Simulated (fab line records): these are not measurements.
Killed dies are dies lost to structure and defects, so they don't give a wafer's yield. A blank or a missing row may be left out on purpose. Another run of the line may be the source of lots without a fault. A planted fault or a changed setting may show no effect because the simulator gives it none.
A single fault, viewed from 2 desks -- flow berkeley-cmos170 -- numbers are kept per desk, each desk with only its own; the story behind them comes last

TOOL OWNER'S DESK, krf-scanner-02
The tool's own readings at UCB170_V2_EXPOSE_09 (exposes mask VIA2, target cd 700 nm): means of the sampled wafers that have a number, for each lot that ran on this tool. A lot is out of limits, marked OUT, if its mean lies more than 4 standard deviations from the usual mean; the brackets give that distance.
Columns: A = exposure-dose-mJ-cm2 at UCB170_V2_EXPOSE_09, usual 36.98; B = focus-offset-nm at UCB170_V2_EXPOSE_09, usual 0.1 nm
lot,first seen here,A,B
L473,day 8 12:01,36.98,-0.2
L475,day 9 03:20,37.00,-0.3
L477,day 9 07:34,36.98,-0.1
L479,day 9 11:43,36.97,0.3
L478,day 9 13:17,36.97,-0.5
L483,day 10 15:33,36.98,0.6
L485,day 10 21:06,37.00,0.4
L496,day 13 01:14,36.99,0.4
L495,day 13 01:22,36.94,-0.2
This desk's verdict: no lot among the 9 shows anything out of limits.

THE METROLOGY DESK
What the gauges read, lot by lot, whatever tool the lot ran on: means of the sampled wafers that have a number. A lot is out of limits, marked OUT, if its mean lies more than 4 standard deviations from the usual mean; the brackets give that distance.
Columns: A = V2_POLISHED_THK at UCB170_V2_THK_MEAS_04, usual 1000.5 nm; B = cd-nm at UCB170_M3_CD_MEAS_90, usual 699.1 nm
lot,first seen here,A,B
L473,day 8 11:01,999.8,699.6
L475,day 9 02:29,1000.5,697.8
L476,day 9 06:18,1000.2,697.0
L477,day 9 06:35,999.9,699.1
L479,day 9 10:31,999.3,695.4
L478,day 9 12:17,999.8,700.8
L482,day 10 03:14,1001.1,702.0
L484,day 10 10:26,1000.5,695.6
L483,day 10 14:24,1001.1,696.6
L485,day 10 20:04,1000.9,700.9
L489,day 11 11:10,1001.7,-
L486,day 11 11:27,999.9,-
L496,day 13 00:19,1000.2,696.6
L495,day 13 00:41,1000.6,700.5
This desk's verdict: no lot among the 14 shows anything out of limits.

TAKEN TOGETHER
Nothing out of limits was seen by the tool owner's desk.
From the metrology desk's view, nothing was out of limits.

WHAT WAS PUT IN BY THE SIMULATOR
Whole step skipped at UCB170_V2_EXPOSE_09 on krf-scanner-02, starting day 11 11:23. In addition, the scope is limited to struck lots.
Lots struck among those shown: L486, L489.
